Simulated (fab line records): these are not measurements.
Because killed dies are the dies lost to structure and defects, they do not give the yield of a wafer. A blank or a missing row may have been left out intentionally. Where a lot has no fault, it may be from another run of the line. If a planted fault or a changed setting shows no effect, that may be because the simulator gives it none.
Which tool was responsible? ; flow rit cmos ; at 1 step of a route of 202, 7 lots with 21 wafers sampled

== WHAT EACH GAUGE READ, for each wafer ==
RIT_SDANNEAL_RS_MEAS_07: measurement is done with a four-point probe.
lot;measured;on;NLDD_RS (ohm/sq)
L812;day 3 12:03;film metro-04;151.9 152.0 152.3
L815;day 4 02:05;film metro-04;152.6 152.4 151.5
L819;day 5 00:01;film metro-04;152.2 152.1 152.3
L823;day 5 20:53;film metro-02;151.2 152.1 152.2
L827;day 6 17:11;film metro-02;152.3 151.7 151.8
L830;day 7 01:52;film metro-03;151.2 151.7 151.6
L833;day 7 21:19;film metro-02;151.8 151.2 152.7

== EACH LOT AND THE TOOL THAT RAN IT (in order: tool; ch and the chambers of the sampled wafers; start) ==
No process step before these readings appears in the record.

== THE ANSWER, worked out from the rows above alone ==
Rule: what is usual is taken from the lots themselves. Put in order of their means at a reading, lots are off if they are a third of the lots or fewer, leave a main group of 4 or more, and stand apart from it by a gap of 3 or more times the standard deviation of the main group's means; of several such gaps the widest counts. The tables above print the reading to a certain number of digits; a main group whose means all agree to those digits is not used. Also off: a lot with no number at a reading for which 4 or more lots have one. The other lots that the step has rows for count as sound.
No lot is off at any reading shown: from this, nothing can be told.

== WHAT THE SIMULATOR HAD PUT IN ==
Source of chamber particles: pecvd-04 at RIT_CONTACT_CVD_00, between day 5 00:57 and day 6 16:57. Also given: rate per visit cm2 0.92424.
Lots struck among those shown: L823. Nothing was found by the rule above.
